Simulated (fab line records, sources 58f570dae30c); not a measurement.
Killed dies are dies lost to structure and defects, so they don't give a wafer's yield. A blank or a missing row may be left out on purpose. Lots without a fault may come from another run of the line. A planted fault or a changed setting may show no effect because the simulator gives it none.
fab line records | flow berkeley_cmos170
record lots=7 wafers=21 last_day=12
route steps=331 shown ACTIVE@70 PFIELD@79
lots that met no fault: from a run of the same line without faults
start_h: hours from the record's first day to the start of the lot's first wafer shown | wait_h: hours since the lot's step before | " the same as in the row above | L1.1+2: a row that stands for several wafers | - no value, or no start given | * or withheld: withheld | < > ~ a bound
route shown NAME@n: a module of which the file shows steps, and the number in the route of the first | usual: mean/standard deviation of fault-free wafers | same: alike in all rows | chamber/n: place in a boat | sites: the reading at each site | _std_site: their standard deviation | _edge_site: outer sites' mean less inner sites' | radius_mm: how far each site lies from the wafer's centre | mask NAME#n: copy n | behind: the tool/chamber that last shaped the wafer | hold: why the lot was held/for how many hours/how that ended | device: the transistor (n, p or np) that didn't switch | end of line: the same wafers' tests at the end of the route | a step without rows: its recipe alone | killed: dies lost to structure and defects at the first sort, not the wafer's yield | map: a wafer's dies, x killed, . not, _ none there
set.NAME: the setting as run; set.NAME@STEP: as run at that earlier step | model.NAME: the simulator's own value behind a step, which no gauge read
lots at some steps of the route; a table a step, a row a wafer
services: from which hour (start_h, from the record's first day; less than 0 if before it) a tool's chamber was out of use, for how many hours, and why
## steps
# step UCB170_ACTIVE_EXPOSE_10
# recipe mask_id=ACTIVE target_cd_nm=1200 na=0.5 sigma_outer=0.6 source_shape=conventional dose_mj=20
# step UCB170_ACTIVE_PEB_11
# recipe peb_temp_c=130 peb_time_s=withheld resist=KrF
# step UCB170_ACTIVE_DEVELOP_12
# recipe developer=TMAH develop_time_s=45 resist=KrF dev_temp_c=21
# step UCB170_ACTIVE_CD_MEAS_13
# recipe target_cd_nm=1200
# usual cd_nm=1200.6/1.9
# columns lot.wafer tool chamber start_h wait_h cd_nm
L102.1 cd_sem-02 - 92.10 - 1198.9
L102.3 " - " " 1197.2
L102.4 " - " " 1197.6
L106.1 cd_sem-01 - 105.36 - 1200.9
L106.4 " - " " 1201.3
L106.6 " - " " 1202.4
L113.1 cd_sem-02 - 145.66 - 1200.8
L113.2 " - " " 1200.3
L113.5 " - " " 1198.4
L112.3 cd_sem-02 - 146.12 - 1200.4
L112.4 " - " " 1198.9
L112.6 " - " " 1199.2
L115.2 cd_sem-02 - 158.65 - 1202.9
L115.4 " - " " 1202.0
L115.5 " - " " 1201.4
L119.3 cd_sem-01 - 187.91 - 1201.9
L119.4 " - " " 1200.2
L119.6 " - " " 1201.3
L120.2 cd_sem-01 - 188.16 - 1198.8
L120.4 " - " " 1198.4
L120.6 " - " " 1199.2
# step UCB170_ACTIVE_OVL_MEAS_14
# usual ACTIVE_OVL=1/5.3
# columns lot.wafer tool chamber start_h wait_h ACTIVE_OVL[nm]
L102.1 overlay-01 - 92.22 0.1 -4
L102.3 " - " " -5
L102.4 " - " " -2
L106.1 overlay-01 - 105.48 0.1 0
L106.4 " - " " 1
L106.6 " - " " -2
L113.1 overlay-02 - 145.78 0.1 9
L113.2 " - " " 6
L113.5 " - " " 8
L112.3 overlay-01 - 146.21 0.1 -4
L112.4 " - " " 3
L112.6 " - " " -1
L115.2 overlay-02 - 158.75 0.1 3
L115.4 " - " " 7
L115.5 " - " " -1
L119.3 overlay-02 - 188.00 0.1 3
L119.4 " - " " 11
L119.6 " - " " 7
L120.2 overlay-02 - 188.27 0.1 4
L120.4 " - " " 7
L120.6 " - " " 3
# step UCB170_ACTIVE_ETCH_15
# recipe chemistry=CH3F/Ar/O2 target=Si3N4 stop_on=SiO2 CH3F_flow_sccm=20 Ar_flow_sccm=50 O2_flow_sccm=7 pressure_mtorr=50 rf_w=450 target_depth_a=2420 over_etch_frac=0.1 time_s=151
# usual CH3F_flow_sccm=20.00/0.056 drypump_motor_current_A=5.7/0.55 oes_product_au=0.934/0.017 throttle_valve_pct=8.02/0.11
# same over_etch_frac=0.1
# columns lot.wafer tool chamber start_h wait_h CH3F_flow_sccm drypump_motor_current_A oes_product_au rf_hours_counter_h throttle_valve_pct
L102.1 rie_diel-04 2 92.25 0.0 20.05 5.8 0.919 43 7.91
L102.3 " 0 " " 20.03 5.1 0.930 160 7.92
L102.4 " 3 " " 19.97 5.6 0.922 95 8.02
L106.1 rie_diel-01 2 105.52 0.0 19.97 4.8 0.943 148 8.26
L106.4 " 0 " " 20.01 5.8 0.938 18 8.01
L106.6 " 0 " " 19.94 5.8 0.935 - 8.01
L113.1 rie_diel-03 1 145.82 0.0 19.93 5.4 0.939 19 8.00
L113.2 " 2 " " 19.96 6.2 0.917 20 7.97
L113.5 " 1 " " 19.97 5.4 0.932 - 8.01
L112.3 rie_diel-04 3 146.24 0.0 20.02 5.6 0.923 97 8.04
L112.4 " 2 " " 19.92 5.8 0.916 45 7.92
L112.6 " 1 " " 20.01 6.4 0.938 - 7.95
L115.2 rie_diel-03 1 158.78 0.0 19.96 5.4 0.924 20 8.00
L115.4 " 3 " " 20.00 6.3 0.942 7 8.19
L115.5 " 2 " " 19.97 6.2 0.912 - 7.95
L119.3 rie_diel-04 3 188.02 0.0 19.97 5.6 0.914 99 8.01
L119.4 " 2 " " 19.93 5.8 0.915 47 7.90
L119.6 " 0 " " 19.90 5.1 0.930 - 7.92
L120.2 rie_diel-03 3 188.30 0.0 20.07 6.3 0.964 8 8.19
L120.4 " 2 " " 19.90 6.2 0.912 22 7.96
L120.6 " 1 " " 20.03 5.4 0.929 - 8.00
# step UCB170_ACTIVE_STRIP_16
# recipe chemistry=O2 power_w=400 pressure_mtorr=3500 platen_temp_c=withheld o2_flow_sccm=400 overash_fraction=0.5
# usual drypump_motor_current_A=5.7/0.54 oes_product_au=0.720/0.0043 strip_time_to_endpoint_s=17.74/0.078
# columns lot.wafer tool chamber start_h wait_h drypump_motor_current_A oes_product_au rf_hours_counter_h strip_time_to_endpoint_s
L102.1 plasma_asher-02 0 92.35 0.1 6.7 0.726 37 17.85
L102.3 " 0 " " 6.7 0.721 - 17.93
L102.4 " 1 " " 5.8 0.718 - 17.96
L106.1 plasma_asher-01 1 105.62 0.1 6.0 0.719 30 17.76
L106.4 " 1 " " 6.0 0.721 - 17.75
L106.6 " 1 " " 6.0 0.717 - 17.84
L113.1 plasma_asher-02 1 145.92 0.1 5.8 0.715 3 17.79
L113.2 " 0 " " 6.7 0.723 3 17.80
L113.5 " 0 " " 6.6 0.724 - 17.74
L112.3 plasma_asher-01 1 146.37 0.1 6.0 0.720 - 17.68
L112.4 " 0 " " 6.2 0.717 - 17.73
L112.6 " 0 " " 6.2 0.713 - 17.61
L115.2 plasma_asher-04 1 158.88 0.1 5.0 0.718 40 17.66
L115.4 " 1 " " 5.1 0.715 - 17.75
L115.5 " 0 " " 5.2 0.715 - 17.78
L119.3 plasma_asher-04 1 188.16 0.1 5.0 0.729 - 17.82
L119.4 " 0 " " 5.2 0.722 - 17.73
L119.6 " 1 " " 5.1 0.727 - 17.73
L120.2 plasma_asher-01 1 188.40 0.1 6.0 0.725 39 17.67
L120.4 " 1 " " 6.0 0.718 - 17.63
L120.6 " 0 " " 6.1 0.717 - 17.66
# step UCB170_ACTIVE_CD_MEAS_90
# recipe target_cd_nm=1200
# usual cd_nm=1200.5/1.9
# columns lot.wafer tool chamber start_h wait_h cd_nm
L102.1 cd_sem-02 - 92.45 0.1 1199.1
L102.3 " - " " 1197.6
L102.4 " - " " 1197.0
L106.1 cd_sem-01 - 105.72 0.1 1201.4
L106.4 " - " " 1201.2
L106.6 " - " " 1202.7
L113.1 cd_sem-01 - 146.02 0.1 1200.4
L113.2 " - " " 1199.8
L113.5 " - " " 1198.1
L112.3 cd_sem-01 - 146.48 0.1 1200.0
L112.4 " - " " 1198.9
L112.6 " - " " 1199.8
L115.2 cd_sem-01 - 159.00 0.1 1203.1
L115.4 " - " " 1202.2
L115.5 " - " " 1201.6
L119.3 cd_sem-02 - 188.26 0.1 1202.5
L119.4 " - " " 1200.3
L119.6 " - " " 1201.4
L120.2 cd_sem-01 - 188.52 0.1 1198.7
L120.4 " - " " 1198.5
L120.6 " - " " 1198.8
# step UCB170_ACTIVE_CLEAN_17
# recipe chemistry=SPM temp_c=120 time_s=600
# step UCB170_PFIELD_HMDS_00
# recipe prime_time_s=60 prime_temp_c=100
# step UCB170_PFIELD_COAT_01
# recipe resist=KrF spin_rpm=1500 resist_thk_nm=900
# step UCB170_PFIELD_SOFTBAKE_02
# recipe resist=KrF temp_c=130 time_s=60
# step UCB170_PFIELD_EXPOSE_03
# recipe mask_id=PFIELD na=0.5 sigma_outer=0.6 source_shape=conventional target_cd_nm=1500 dose_mj=30
# usual exposure_dose_mJ_cm2=30.009/0.028 focus_offset_nm=0.0/0.56 sigma_outer=0.6/0
# columns lot.wafer tool chamber start_h wait_h mask exposure_dose_mJ_cm2 focus_offset_nm sigma_outer
L102.1 krf_scanner-02 0 93.78 0.1 PFIELD#0 30.039 -1.2 0.6
L102.3 " 0 " " PFIELD#0 29.982 -1.1 0.6
L102.4 " 0 " " PFIELD#0 30.012 -0.8 0.6
L106.1 krf_scanner-02 0 106.85 0.1 PFIELD#0 30.022 -0.3 0.6
L106.4 " 0 " " PFIELD#0 30.029 0.1 0.6
L106.6 " 0 " " PFIELD#0 30.028 -0.1 0.6
L113.1 krf_scanner-02 - 148.21 0.3 PFIELD#0 - - -
L113.2 " - " " PFIELD#0 - - -
L113.5 " - " " PFIELD#0 - - -
L112.3 krf_scanner-01 - 148.51 0.3 PFIELD#0 - - -
L112.4 " - " " PFIELD#0 - - -
L112.6 " - " " PFIELD#0 - - -
L115.2 krf_scanner-01 - 159.75 0.1 PFIELD#0 - - -
L115.4 " - " " PFIELD#0 - - -
L115.5 " - " " PFIELD#0 - - -
L119.3 krf_scanner-02 0 190.00 0.2 PFIELD#0 29.975 -0.4 0.6
L119.4 " 0 " " PFIELD#0 29.992 0.1 0.6
L119.6 " 0 " " PFIELD#0 29.997 0.2 0.6
L120.2 krf_scanner-02 0 190.16 - PFIELD#0 30.050 0.5 0.6
L120.4 " 0 " " PFIELD#0 30.022 0.3 0.6
L120.6 " 0 " " PFIELD#0 30.012 -1.0 0.6
# step UCB170_PFIELD_PEB_04
# recipe peb_temp_c=130 peb_time_s=withheld resist=KrF
## services
# columns tool chamber start_h hours kind
rie_diel-03 2 69.09 7.4 repair
krf_scanner-01 - 73.29 51.5 repair
krf_scanner-01 - 84.46 1.7 repair
rie_diel-03 0 88.27 7.1 repair
krf_scanner-01 - 89.84 0.5 repair
plasma_asher-04 - 91.28 2.8 pm
krf_scanner-01 - 95.48 2.1 repair
plasma_asher-01 - 96.27 8.5 repair
plasma_asher-02 - 108.75 9.0 pm
krf_scanner-01 - 111.29 0.4 repair
rie_diel-04 0 116.03 - clean
rie_diel-04 0 116.03 15.9 scheduled_down
krf_scanner-02 - 116.48 5.6 repair
krf_scanner-01 - 124.83 1.0 pm
krf_scanner-01 - 125.83 0.8 pm
krf_scanner-02 - 131.60 1.3 pm
rie_diel-03 2 147.70 3.9 repair
krf_scanner-02 - 152.03 1.0 pm
rie_diel-01 - 156.34 4.9 repair
rie_diel-01 - 165.74 0.6 repair
rie_diel-03 0 170.99 4.4 repair
krf_scanner-01 - 178.02 6.8 repair
rie_diel-04 2 178.08 5.1 repair
plasma_asher-04 - 178.22 1.9 repair
## key
first_sign step=UCB170_PFIELD_EXPOSE_03 reading=tool_record direction=missing
effect none on later readings
met_at UCB170_PFIELD_EXPOSE_03
struck_wafers L112.3,L112.4,L112.6,L113.1,L113.2,L113.5,L115.2,L115.4,L115.5
sort_left_out L112.3,L112.4,L112.6,L113.1,L113.2,L113.5,L115.2,L115.4,L115.5
tester_left_out L112,L113,L115
onset_between 106.85 148.21
fault kind=skipped_step_whole tool=krf_scanner-01,krf_scanner-02 chamber=- onset_h=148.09 steps=UCB170_PFIELD_EXPOSE_03 scope=struck_lots_only
# tester_left_out: of these lots the tester's yield and bins aren't shown, on N5 and GAA mostly nor the transistor test; their killed dies are dies lost to structure and defects alone, not to doping, threshold or leakage, so they don't give the yield
# sort_left_out: the simulated sort isn't trusted on such a fault, so these wafers' sort isn't shown, and their yield isn't known
